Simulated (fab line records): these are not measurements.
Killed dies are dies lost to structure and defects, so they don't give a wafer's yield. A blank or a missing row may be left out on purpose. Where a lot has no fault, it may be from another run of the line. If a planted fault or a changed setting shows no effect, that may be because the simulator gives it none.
Commonality check across tools ; flow ritCmos ; Sample size 14 lots and 42 wafers

THE REASON FOR OPENING IT
RIT_GATE_THK_MEAS_09, reading GATE_POLY_THK: flagged on 2 of 14 lots. Wafers without a fault read 250.5 nm, standard deviation 2.3.
Rule: flag the lot when none of its wafers has a number, or when each of its wafers that has one lies beyond 4 standard deviations from that mean. The other lots count as sound.

lot;measured;on;GATE_POLY_THK (nm), wafer by wafer;flag
L116;day 2 16:44;filmMetro-04;253.0 251.1 253.3;
L118;day 3 03:09;filmMetro-03;245.9 246.8 246.1;
L119;day 3 04:37;filmMetro-02;246.8 248.6 248.8;
L120;day 3 10:31;filmMetro-04;250.9 249.6 252.2;
L121;day 3 13:53;filmMetro-03;247.7 245.9 248.2;
L122;day 3 19:07;filmMetro-02;252.5 252.9 251.3;
L124;day 4 07:37;filmMetro-03;254.5 254.5 252.8;
L125;day 4 10:27;filmMetro-02;250.4 250.1 252.1;
L127;day 4 22:42;filmMetro-03;253.9 252.6 252.6;
L131;day 5 21:26;filmMetro-03;121.1 120.2 124.5;FLAGGED
L132;day 6 06:03;filmMetro-03;119.9 118.7 118.1;FLAGGED
L133;day 6 06:13;filmMetro-04;246.5 247.6 247.3;
L137;day 7 01:28;filmMetro-03;249.1 247.7 247.8;
L139;day 7 14:05;filmMetro-03;248.9 249.5 249.4;
On average the flagged lots' numbers are 120.4 nm, which is -130.1 nm against the usual, or -57 standard deviations.

WHICH TOOL RAN EACH LOT
The record holds 1 process step before the reading, out of a route of 202 steps. Every cell lists first the tool, next ch and the chambers used by the sampled wafers, and last the start.
lot;flag;RIT_GATE_CVD_08
L116;;lpcvd-02 ch 0, day 2 15:06
L118;;lpcvd-02 ch 1, day 3 01:31
L119;;lpcvd-01 ch 1, day 3 02:58
L120;;lpcvd-02 ch 1, day 3 08:53
L121;;lpcvd-01 ch 1, day 3 12:14
L122;;lpcvd-02 ch 0, day 3 17:29
L124;;lpcvd-01 ch 1, day 4 06:00
L125;;lpcvd-01 ch 0, day 4 08:49
L127;;lpcvd-02 ch 1, day 4 21:05
L131;FLAGGED;lpcvd-01 ch 0, day 5 19:49
L132;FLAGGED;lpcvd-01 ch 0, day 6 04:26
L133;;lpcvd-02 ch 0, day 6 04:37
L137;;lpcvd-02 ch 0, day 6 23:51
L139;;lpcvd-02 ch 1, day 7 12:28
What is done by these steps:
- RIT_GATE_CVD_08: deposits poly-Si from SiH4, target thk 250 nm, time 2220 s.
- RIT_GATE_THK_MEAS_09

FLAGGED OVER TOTAL, TOOL BY TOOL (the gauges that took the reading come last)
step;tool;lots run;flagged;share of the flagged lots;sound lots run after its first flagged lot
RIT_GATE_CVD_08;lpcvd-01;6;2;all;0
RIT_GATE_CVD_08;lpcvd-02;8;0;none;-
RIT_GATE_THK_MEAS_09;filmMetro-02;3;0;none;-
RIT_GATE_THK_MEAS_09;filmMetro-03;8;2;all;2 (L137,L139)
RIT_GATE_THK_MEAS_09;filmMetro-04;3;0;none;-

WHAT THE TABLE PERMITS
lpcvd-01 at RIT_GATE_CVD_08 and filmMetro-03 at RIT_GATE_THK_MEAS_09 are the 2 rows of the table that ran each flagged lot.
- lpcvd-01 at RIT_GATE_CVD_08 ran 6 lots, 2 of them flagged. A fault beginning between L125 (day 4 08:49), its last sound lot, and L131 (day 5 19:49), its first flagged one, fits the data.
- filmMetro-03 at RIT_GATE_THK_MEAS_09 ran 8 lots, 2 of them flagged. Lots that were sound ran on it after the first flagged one (L137, L139); a persistent fault on the entire tool would not allow that.
What remains is a single tool, lpcvd-01 at RIT_GATE_CVD_08.

WHAT THE SIMULATOR HAD PUT IN
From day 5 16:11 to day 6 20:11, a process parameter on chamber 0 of lpcvd-01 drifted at RIT_GATE_CVD_08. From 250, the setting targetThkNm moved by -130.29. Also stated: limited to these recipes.
Struck lots among those shown: L131, L132. The rule given above showed the same thing.
